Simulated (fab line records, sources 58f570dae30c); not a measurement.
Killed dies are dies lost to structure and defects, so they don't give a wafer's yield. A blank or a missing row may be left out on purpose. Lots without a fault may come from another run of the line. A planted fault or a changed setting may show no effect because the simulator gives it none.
Split-lot experiment | flow berkeley_cmos170 | 5 lots, 23 wafers read, on a route of 331 steps

THE SPLIT
At UCB170_M2_PEB_13, the setting peb_temp_c was moved away from the recipe's 130 C on 11 of the 23 wafers read, by -1.8% to +1.3%. The other wafers ran this setting at the recipe's value.

FROM THE SPLIT TO THE READING: what the file shows between them, 5 steps
- UCB170_M2_DEVELOP_14: develop time 45 s
- UCB170_M2_CD_MEAS_15: target cd 700 nm
- UCB170_M2_ETCH_17: etches BARC in N2/H2
- UCB170_M2_METAL_ETCH_18: etches Al in Cl2/BCl3, stops on SiO2, target depth 1170 nm, time 195 s (also split here: over_etch_frac)
- UCB170_M2_STRIP_19: strips in O2

THE READING
cd_nm, in nm, at UCB170_M2_CD_MEAS_90 (target cd 700 nm). Fault-free wafers of this fab line usually give 701.9 nm, standard deviation 2.8 nm.

wafer  | tool, chamber at the split | peb_temp_c as run, C | against the recipe | cd_nm, nm | against lot-mates on the recipe
L075.1 | litho_track-03, 0          | 130                  | recipe             | 703.3     | -
L075.4 | litho_track-03, 0          | 130                  | recipe             | 704.0     | -
L075.5 | litho_track-03, 0          | 130                  | recipe             | 704.6     | -
L074.1 | litho_track-04, 0          | 127.8                | -1.7%              | 720.8     | +17.6
L074.2 | litho_track-04, 0          | 127.8                | -1.7%              | 717.3     | +14.1
L074.3 | litho_track-04, 0          | 127.8                | -1.7%              | 718.5     | +15.4
L074.4 | litho_track-04, 0          | 130                  | recipe             | 701.3     | -
L074.6 | litho_track-04, 0          | 130                  | recipe             | 705.0     | -
L077.1 | litho_track-04, 0          | 130                  | recipe             | 700.7     | -
L077.2 | litho_track-04, 0          | 130                  | recipe             | 697.7     | -
L077.4 | litho_track-04, 0          | 131.7                | +1.3%              | 688.6     | -11.2
L077.5 | litho_track-04, 0          | 131.7                | +1.3%              | 688.8     | -11.0
L077.6 | litho_track-04, 0          | 130                  | recipe             | 701.0     | -
L080.1 | litho_track-04, 0          | 128.4                | -1.2%              | 709.9     | +13.0
L080.2 | litho_track-04, 0          | 128.4                | -1.2%              | 711.1     | +14.2
L080.3 | litho_track-04, 0          | 130                  | recipe             | 696.5     | -
L080.4 | litho_track-04, 0          | 128.4                | -1.2%              | 711.8     | +14.9
L080.5 | litho_track-04, 0          | 130                  | recipe             | 697.2     | -
L083.1 | litho_track-04, 0          | 130                  | recipe             | 700.7     | -
L083.2 | litho_track-04, 0          | 127.6                | -1.8%              | 714.9     | +14.1
L083.4 | litho_track-04, 0          | 130                  | recipe             | 700.9     | -
L083.5 | litho_track-04, 0          | 127.6                | -1.8%              | 718.7     | +17.9
L083.6 | litho_track-04, 0          | 127.6                | -1.8%              | 714.7     | +13.9

THE FIT
A straight line over all 23 wafers: cd_nm changes by -9.11 nm for each +1% of peb_temp_c; r = -0.96; the points scatter about the line by 2.6 nm.
The same after taking each lot's own level away (the mean of its wafers on the recipe; 23 wafers): -9.03 nm for each +1%; r = -0.98; scatter 1.7 nm.
On that fit, the largest move of peb_temp_c shifts the reading by 17 nm.
The lots' own levels span 696.85 to 703.97 nm, that is 2.5 times the standard deviation above.
So the lot-to-lot level changes the slope little: the two slopes agree.
Check: with one of the wafers moved furthest among these (-1.8%) left out of the fit, the line predicts +17.4 nm for it against its lot-mates. It came out at +14.1 nm against them.

OTHER SPLITS ON THESE WAFERS
These wafers also went through other splits before the reading. Each is held against what the fit with the lots' levels taken away leaves over:
other split on the same wafers         | wafers away from the commonest value | r with cd_nm (lot level and that fit taken away)
UCB170_M1_METAL_ETCH_12 time_s         | 8                                    | +0.01
UCB170_V1_CVD_00 time_s                | 10                                   | -0.08
UCB170_M2_METAL_ETCH_18 over_etch_frac | 4                                    | -0.12

THE WHOLE CHAIN: every reading that the file lists as answering this split, in the file's order
step                    | what it does                                                           | reading                                                   | change (the file's fit)              | r (the file's)
UCB170_M2_CD_MEAS_15    | target cd 700 nm                                                       | cd_nm                                                     | -9.17 nm for each +1% of the setting | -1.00
UCB170_M2_ETCH_17       | etches BARC in N2/H2                                                   | M2.cd_nm (the simulator's own value, which no gauge read) | -9.13 nm for each +1% of the setting | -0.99
UCB170_M2_METAL_ETCH_18 | etches Al in Cl2/BCl3, stops on SiO2, target depth 1170 nm, time 195 s | M2.cd_nm (the simulator's own value, which no gauge read) | -9.16 nm for each +1% of the setting | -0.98
UCB170_M2_CD_MEAS_90    | target cd 700 nm                                                       | cd_nm                                                     | -9.12 nm for each +1% of the setting | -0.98

THE FILE'S OWN FIT
cd_nm changes by -9.12 nm for each +1% of peb_temp_c, r = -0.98.
